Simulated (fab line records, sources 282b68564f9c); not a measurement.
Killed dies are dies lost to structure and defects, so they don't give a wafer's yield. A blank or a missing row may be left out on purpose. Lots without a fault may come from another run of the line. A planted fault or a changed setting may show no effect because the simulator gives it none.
fab line records | flow rit_cmos
record lots=7 wafers=21 last_day=7
route steps=202 shown ACTIVE@18 FOX1@20 FOX2@23 NWELL@28 M1@202
lots that met no fault: from a run of the same line without faults
start_h: hours from the record's first day to the start of the lot's first wafer shown | wait_h: hours since the lot's step before | " the same as in the row above | L1.1+2: a row that stands for several wafers | - no value, or no start given | * or withheld: withheld | < > ~ a bound
route shown NAME@n: a module of which the file shows steps, and the number in the route of the first | usual: mean/standard deviation of fault-free wafers | same: alike in all rows | chamber/n: place in a boat | sites: the reading at each site | _std_site: their standard deviation | _edge_site: outer sites' mean less inner sites' | radius_mm: how far each site lies from the wafer's centre | mask NAME#n: copy n | behind: the tool/chamber that last shaped the wafer | hold: why the lot was held/for how many hours/how that ended | device: the transistor (n, p or np) that didn't switch | end of line: the same wafers' tests at the end of the route | a step without rows: its recipe alone | killed: dies lost to structure and defects at the first sort, not the wafer's yield | map: a wafer's dies, x killed, . not, _ none there
set.NAME: the setting as run; set.NAME@STEP: as run at that earlier step | model.NAME: the simulator's own value behind a step, which no gauge read
lots at some steps of the route; a table a step, a row a wafer
## steps
# step RIT_ACTIVE_CLEAN_16
# recipe chemistry=dHF dilution=50:1 time_s=30
# step RIT_ACTIVE_CLEAN_17
# recipe chemistry=SC2 mix=3:3:50 time_s=600 temp_c=75 dry=n2_spin
# step RIT_FOX1_OXIDATION_00
# recipe temp_c=1100 ambient=H2O target_thk_a=3507 p_h2o_torr=720 ox_time_s=1130
# step RIT_FOX1_THK_MEAS_01
# recipe reads=SiO2_of_FOX1_OXIDATION_00
# usual FOX1_OXIDE_THK=354/6.9
# columns lot.wafer tool chamber start_h wait_h FOX1_OXIDE_THK[nm]
L125.2 film_metro-02 - 17.77 0.0 357
L125.4 " - " " 354
L125.5 " - " " 356
L137.2 film_metro-02 - 77.08 0.0 344
L137.3 " - " " 340
L137.4 " - " " 348
L138.1 film_metro-02 - 82.52 0.0 360
L138.3 " - " " 349
L138.6 " - " " 354
L139.2 film_metro-03 - 87.89 0.0 367
L139.4 " - " " 359
L139.5 " - " " 358
L142.3 film_metro-03 - 101.98 0.0 346
L142.4 " - " " 350
L142.5 " - " " 352
L145.1 film_metro-02 - 117.38 0.0 354
L145.4 " - " " 356
L145.6 " - " " 349
L148.1 film_metro-04 - 132.08 0.0 349
L148.3 " - " " 357
L148.5 " - " " 356
# step RIT_FOX1_WET_ETCH_02
# recipe chemistry=BOE target_depth_nm=350 time_s=390 temp_c=21.5 dry=n2_spin dilution=10:1 target=SiO2
# step RIT_FOX2_OXIDATION_00
# recipe temp_c=1100 ambient=H2O target_thk_a=3507 p_h2o_torr=720 ox_time_s=1130
# step RIT_FOX2_THK_MEAS_01
# recipe reads=SiO2_of_FOX2_OXIDATION_00
# usual FOX2_OXIDE_THK=351/6.6
# columns lot.wafer tool chamber start_h wait_h FOX2_OXIDE_THK[nm]
L125.2 film_metro-04 - 19.54 0.0 351
L125.4 " - " " 357
L125.5 " - " " 361
L137.2 film_metro-02 - 78.57 0.0 341
L137.3 " - " " 340
L137.4 " - " " 344
L138.1 film_metro-02 - 84.02 0.0 349
L138.3 " - " " 347
L138.6 " - " " 351
L139.2 film_metro-01 - 89.39 0.0 356
L139.4 " - " " 354
L139.5 " - " " 357
L142.3 film_metro-02 - 104.85 0.0 346
L142.4 " - " " 353
L142.5 " - " " 341
L145.1 film_metro-02 - 118.88 0.0 351
L145.4 " - " " 353
L145.6 " - " " 348
L148.1 film_metro-04 - 133.59 0.0 355
L148.3 " - " " 350
L148.5 " - " " 351
# step RIT_FOX2_CLEAN_02
# recipe chemistry=dHF dilution=50:1 time_s=180
# step RIT_FOX2_WET_ETCH_03
# recipe chemistry=H3PO4 target=Si3N4 target_depth_nm=195 temp_c=165 time_s=2700
# step RIT_FOX2_THK_MEAS_90
# recipe reads=SiO2_of_FOX2_OXIDATION_00
# usual FIELD_OXIDE_LEFT_1_THK=324/6.7
# columns lot.wafer tool chamber start_h wait_h FIELD_OXIDE_LEFT_1_THK[nm]
L125.2 film_metro-02 - 20.41 0.0 323
L125.4 " - " " 329
L125.5 " - " " 333
L137.2 film_metro-04 - 79.51 0.0 314
L137.3 " - " " 313
L137.4 " - " " 317
L138.1 film_metro-04 - 84.90 0.0 322
L138.3 " - " " 320
L138.6 " - " " 323
L139.2 film_metro-02 - 90.34 0.0 328
L139.4 " - " " 327
L139.5 " - " " 330
L142.3 film_metro-04 - 105.73 0.0 319
L142.4 " - " " 325
L142.5 " - " " 314
L145.1 film_metro-01 - 119.75 0.0 324
L145.4 " - " " 325
L145.6 " - " " 321
L148.1 film_metro-02 - 135.29 0.0 327
L148.3 " - " " 323
L148.5 " - " " 324
# step RIT_NWELL_HMDS_00
# recipe prime_time_s=60 prime_temp_c=140
# step RIT_NWELL_COAT_01
# recipe resist=NOVOLAK spin_rpm=2000 resist_thk_nm=1300
# step RIT_NWELL_SOFTBAKE_02
# recipe resist=NOVOLAK temp_c=90 time_s=60
# usual heater_power_total_W=34.57/0.05 run_length_s=89.29/0.17
# columns lot.wafer tool chamber start_h wait_h heater_power_total_W run_length_s
L125.2 litho_track-02 0 20.79 0.1 34.60 89.45
L125.4 " 0 " " 34.53 89.52
L125.5 " 0 " " 34.57 89.32
L137.2 litho_track-02 0 79.88 0.1 35.94 82.24
L137.3 " 0 " " 35.91 82.29
L137.4 " 0 " " 35.78 82.22
L138.1 litho_track-02 0 85.26 0.1 35.86 82.29
L138.3 " 0 " " 35.97 82.17
L138.6 " 0 " " 35.93 82.39
L139.2 litho_track-02 0 90.72 0.1 36.01 82.17
L139.4 " 0 " " 35.90 82.19
L139.5 " 0 " " 35.91 82.28
L142.3 litho_track-04 0 106.12 0.1 34.57 89.12
L142.4 " 0 " " 34.59 89.06
L142.5 " 0 " " 34.62 89.10
L145.1 litho_track-01 0 120.11 0.1 34.63 89.50
L145.4 " 0 " " 34.51 89.35
L145.6 " 0 " " 34.64 89.16
L148.1 litho_track-04 0 135.65 0.1 34.53 89.09
L148.3 " 0 " " 34.60 89.15
L148.5 " 0 " " 34.61 89.02
# step RIT_NWELL_EXPOSE_03
# recipe mask_id=M2 na=0.57 target_cd_nm=43900 dose_mj=250
# step RIT_M1_PROBE_99
# usual killed_at_M0_to_M3=0.0/0.083 killed_at_contacts=0.0/0.18 killed_at_front_end=6/3.1 killed_dies=6/3.1 killed_open=3.4/1.9 killed_short=3.1/2
# same gross_dies=264 killed_at_M4_up=0 killed_at_back_side=0 killed_at_other=0
# columns lot.wafer tool chamber start_h wait_h killed_at_M0_to_M3 killed_at_contacts killed_at_front_end killed_dies killed_open killed_short
L125.2 prober-02 - 57.00 0.1 0 0 15 15 5 10
L125.4 prober-02 - 57.10 0.2 0 0 6 6 4 2
L125.5 prober-02 - 57.15 0.2 0 1 11 12 8 4
L137.2 prober-01 - 116.55 0.1 1 0 6 7 2 5
L137.3 prober-01 - 116.60 0.2 0 0 10 10 3 7
L137.4 prober-01 - 116.65 0.2 0 0 6 6 5 1
L138.1 prober-02 - 124.64 0.1 0 0 8 8 4 4
L138.3 prober-02 - 124.74 0.2 0 0 13 13 9 4
L138.6 prober-02 - 124.89 0.2 0 0 8 8 4 4
L139.2 prober-01 - 129.39 0.1 0 0 4 4 2 2
L139.4 prober-01 - 129.49 0.2 0 0 11 11 4 7
L139.5 prober-01 - 129.54 0.2 0 0 5 5 2 3
L142.3 prober-02 - 143.73 0.2 0 1 3 4 3 1
L142.4 prober-02 - 143.78 0.2 0 0 4 4 2 2
L142.5 prober-02 - 143.83 0.2 0 0 3 3 1 2
L145.1 prober-01 - 157.77 0.1 0 0 3 3 1 2
L145.4 prober-01 - 157.92 0.2 0 0 7 7 5 2
L145.6 prober-01 - 158.02 0.2 0 0 6 6 3 3
L148.1 prober-02 - 172.63 0.1 0 0 2 2 2 0
L148.3 prober-02 - 172.73 0.2 0 0 3 3 3 0
L148.5 prober-02 - 172.83 0.2 0 0 3 3 1 2
# killed by level:class
L125.2 GATE:geometric_particle:short=5 FOX1:geometric_particle:short=2 GATE:geometric_particle:open=2 REOX:geometric_particle:short=2 REOX:geometric_particle:open=2 FOX2:geometric_particle:short=1 SILICIDE:geometric_particle:open=1
L125.4 GATE:geometric_particle:open=2 FOX1:geometric_particle:open=1 FOX1:geometric_particle:short=1 GATE:geometric_particle:short=1 SILICIDE:geometric_particle:open=1
L125.5 GATE:geometric_particle:open=5 GATE:geometric_particle:short=3 FOX1:geometric_particle:open=2 REOX:geometric_particle:short=1 CONTACT:geometric_particle:open=1
L137.2 ACTIVE:geometric_particle:short=1 FOX1:geometric_particle:short=1 GATE:geometric_particle:short=1 SPACER:geometric_particle:open=1 SILICIDE:geometric_particle:open=1 SILICIDE:geometric_particle:short=1 M1:geometric_particle:short=1
L137.3 FOX2:geometric_particle:short=2 GATE:geometric_particle:open=2 FOX1:geometric_particle:short=1 FOX1:geometric_particle:open=1 GATE:geometric_particle:short=1 REOX:geometric_particle:short=1 SPACER:geometric_particle:short=1 SILICIDE:geometric_particle:short=1
L137.4 FOX2:geometric_particle:open=2 GATE:geometric_particle:short=1 GATE:geometric_particle:open=1 SPACER:geometric_particle:open=1 SILICIDE:geometric_particle:open=1
L138.1 FOX1:geometric_particle:short=2 GATE:geometric_particle:open=2 GATE:geometric_particle:short=2 FOX1:geometric_particle:open=1 REOX:geometric_particle:open=1
L138.3 GATE:geometric_particle:open=4 FOX2:geometric_particle:open=3 FOX2:geometric_particle:short=2 FOX1:geometric_particle:open=1 GATE:geometric_particle:short=1 SILICIDE:geometric_particle:short=1 SILICIDE:geometric_particle:open=1
L138.6 GATE:geometric_particle:short=4 GATE:geometric_particle:open=3 SILICIDE:geometric_particle:open=1
L139.2 FOX2:geometric_particle:open=2 FOX1:geometric_particle:short=1 REOX:geometric_particle:short=1
L139.4 GATE:geometric_particle:open=3 REOX:geometric_particle:short=3 GATE:geometric_particle:short=2 SILICIDE:geometric_particle:short=2 FOX2:geometric_particle:open=1
L139.5 FOX2:geometric_particle:short=2 GATE:geometric_particle:open=1 REOX:geometric_particle:open=1 REOX:geometric_particle:short=1
L142.3 GATE:geometric_particle:open=2 FOX2:geometric_particle:short=1 CONTACT:geometric_particle:open=1
L142.4 GATE:geometric_particle:open=1 REOX:geometric_particle:short=1 SPACER:geometric_particle:short=1 SPACER:geometric_particle:open=1
L142.5 FOX1:geometric_particle:short=1 FOX2:geometric_particle:open=1 SILICIDE:geometric_particle:short=1
L145.1 FOX1:geometric_particle:open=1 FOX2:geometric_particle:short=1 GATE:geometric_particle:short=1
L145.4 GATE:geometric_particle:open=3 FOX1:geometric_particle:short=1 FOX2:geometric_particle:open=1 GATE:geometric_particle:short=1 SPACER:geometric_particle:open=1
L145.6 GATE:geometric_particle:open=2 FOX1:geometric_particle:short=1 FOX1:geometric_particle:open=1 GATE:geometric_particle:short=1 SPACER:geometric_particle:short=1
L148.1 GATE:geometric_particle:open=2
L148.3 ACTIVE:geometric_particle:open=1 FOX1:geometric_particle:open=1 REOX:geometric_particle:open=1
L148.5 GATE:geometric_particle:open=1 GATE:geometric_particle:short=1 SPACER:geometric_particle:short=1
## key
first_sign step=RIT_NWELL_SOFTBAKE_02 reading=run_length_s direction=down sigmas=40 usual=* struck=*
effect step=RIT_NWELL_SOFTBAKE_02 reading=heater_power_total_W direction=up sigmas=27 usual=34.57 struck=35.91
met_at RIT_NWELL_SOFTBAKE_02
struck_wafers L137.2,L137.3,L137.4,L138.1,L138.3,L138.6,L139.2,L139.4,L139.5
tester_left_out L137,L138,L139
onset_between 20.79 79.88
fault kind=process_parameter_drift tool=litho_track-02 chamber=- onset_h=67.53 steps=RIT_NWELL_SOFTBAKE_02 channel=time_s offset=* shape=step end_h=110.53 acts_in=* stated=*
# tester_left_out: of these lots the tester's yield and bins aren't shown, on N5 and GAA mostly nor the transistor test; their killed dies are dies lost to structure and defects alone, not to doping, threshold or leakage, so they don't give the yield
